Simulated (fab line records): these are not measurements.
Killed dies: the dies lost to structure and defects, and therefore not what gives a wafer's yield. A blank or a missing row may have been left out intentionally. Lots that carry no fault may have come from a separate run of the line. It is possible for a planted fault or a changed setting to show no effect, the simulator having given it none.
A lot that was struck, set against a sound lot ; flow rit-cmos ; 30 out of 202 route steps
Sound: these wafers, L182.3, L182.4, L182.5. The struck wafers were L199.2, L199.4, L199.6. Last of all comes the cause.
Order at every step that has rows: each side's tool, ch and its chambers, its first start. Under that, the readings that differ: sound wafers ; struck wafers ; difference of the means ; sigmas: that difference in standard deviations of wafers without a fault.
alike: a reading whose means differ by less than 2 such deviations, as well as words and numbers matching on both sides. not compared: withheld readings; readings where some wafer has no value; bounds like >300 that might hide an equal value; numbers whose values overlap and for which the record gives no deviation.
Wherever a step has rows on one side only, a row that says differs or no value, or a row with sigmas, the two part there. Numbers that have no deviation but don't overlap get no sigmas and don't part them. A reading missing from all wafers of one side parts the sides only when that side holds two or more wafers.

RIT_FOX2_THK_MEAS_01:
  sound: film-metro-03 at day 2 19:52; struck: film-metro-04 at day 6 06:38
  alike: FOX2_OXIDE_THK
then, 2 steps without rows for these wafers: RIT_FOX2_CLEAN_02 (cleans in dHF, time 180 s); RIT_FOX2_WET_ETCH_03 (etches Si3N4 in H3PO4, target depth 195 nm, time 2700 s).
RIT_FOX2_THK_MEAS_90:
  sound: film-metro-02 at day 2 20:45; struck: film-metro-03 at day 6 07:31
  alike: FIELD_OXIDE_LEFT_1_THK
then, 6 steps without rows for these wafers: RIT_NWELL_HMDS_00 (prime time 60 s); RIT_NWELL_COAT_01 (resist thk 1300 nm); RIT_NWELL_SOFTBAKE_02 (time 60 s); RIT_NWELL_EXPOSE_03 (exposes mask M2, target cd 43900 nm); RIT_NWELL_PEB_04; RIT_NWELL_DEVELOP_05 (develop time 68 s).
RIT_NWELL_OVL_MEAS_06:
  sound: overlay-01 at day 2 21:49; struck: overlay-01 at day 6 08:37
  alike: NWELL_OVL
then, 1 step without rows for these wafers: RIT_NWELL_HARDBAKE_07 (time 120 s).
RIT_NWELL_IMPLANT_08:
  sound on implanter-01 ch 0, day 2 22:19; struck on implanter-02 ch 0, day 6 09:18
reading;sound;struck;difference;sigmas
beam-on-s (s);9.89 10.01 10.02;11.12 11.35 10.96;+1.17;+6
end-station-pressure-torr (Torr);5.48e-06 4.91e-06 5.28e-06;4.698e-05 5.204e-05 5.226e-05;+4.520e-05;+99 or more
faraday-current-uA;160 158 159;145 141 146;-15;-5
RIT_NWELL_STRIP_09: strips in O2, time 180 s.
  sound on plasma-asher-04 ch 0,1, day 2 22:29; struck on plasma-asher-04 ch 0,1, day 6 09:25
  alike: chamber-pressure-mTorr, drypump-motor-current-A, o2-flow-sccm, rf-refl-power-W
  not compared: rf-hours-counter-h
RIT_NWELL_TW_MEAS_10:
  sound: film-metro-04 at day 2 22:37; struck: film-metro-03 at day 6 09:37
reading;sound;struck;difference;sigmas
NWELL_TW;2162 2175 2162;2241 2227 2245;+71;+4
then, 6 steps without rows for these wafers: RIT_PWELL_HMDS_00 (prime time 60 s); RIT_PWELL_COAT_01 (resist thk 1300 nm); RIT_PWELL_SOFTBAKE_02 (time 60 s); RIT_PWELL_EXPOSE_03 (exposes mask M3, target cd 43700 nm); RIT_PWELL_PEB_04; RIT_PWELL_DEVELOP_05 (develop time 68 s).
RIT_PWELL_OVL_MEAS_06:
  sound: overlay-01 at day 2 23:46; struck: overlay-02 at day 6 10:40
  alike: PWELL_OVL
then, 2 steps without rows for these wafers: RIT_PWELL_HARDBAKE_07 (time 120 s); RIT_PWELL_IMPLANT_08.
RIT_PWELL_STRIP_09: strips in O2, time 180 s.
  sound on plasma-asher-04 ch 0,1, day 3 00:15; struck on plasma-asher-04 ch 0,1, day 6 11:22
  alike: chamber-pressure-mTorr, drypump-motor-current-A, o2-flow-sccm, rf-refl-power-W
  not compared: rf-hours-counter-h
RIT_PWELL_TW_MEAS_10:
  sound: film-metro-04 at day 3 00:23; struck: film-metro-03 at day 6 11:34
  alike: PWELL_TW
then, 1 step without rows for these wafers: RIT_WELLDRIVE_ANNEAL_00 (time 14700 s).
RIT_WELLDRIVE_RS_MEAS_01: the measuring method here is four-point-probe.
  sound: film-metro-04 at day 3 06:23; struck: film-metro-01 at day 6 17:04
reading;sound;struck;difference;sigmas
NWELL_RS (ohm/sq);275.1 275.3 275.6;257.9 258.0 258.4;-17.2;-29
RIT_WELLDRIVE_RS_MEAS_02: the measuring method here is four-point-probe.
  sound: film-metro-04 at day 3 06:30; struck: film-metro-01 at day 6 17:11
  alike: PWELL_RS
RIT_M1_PROBE_99:
  sound wafers here have rows in the record (prober-01, day 5 05:17); struck ones have none

WHERE THEY PART
Last at RIT_M1_PROBE_99 as far as this record goes, first at RIT_NWELL_IMPLANT_08.

WHY: whatever the simulator had introduced
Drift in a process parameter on implanter-02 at RIT_NWELL_IMPLANT_08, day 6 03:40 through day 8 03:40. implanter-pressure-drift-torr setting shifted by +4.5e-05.
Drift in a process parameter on implanter-02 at RIT_NWELL_IMPLANT_08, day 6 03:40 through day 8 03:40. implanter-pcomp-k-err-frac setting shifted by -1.
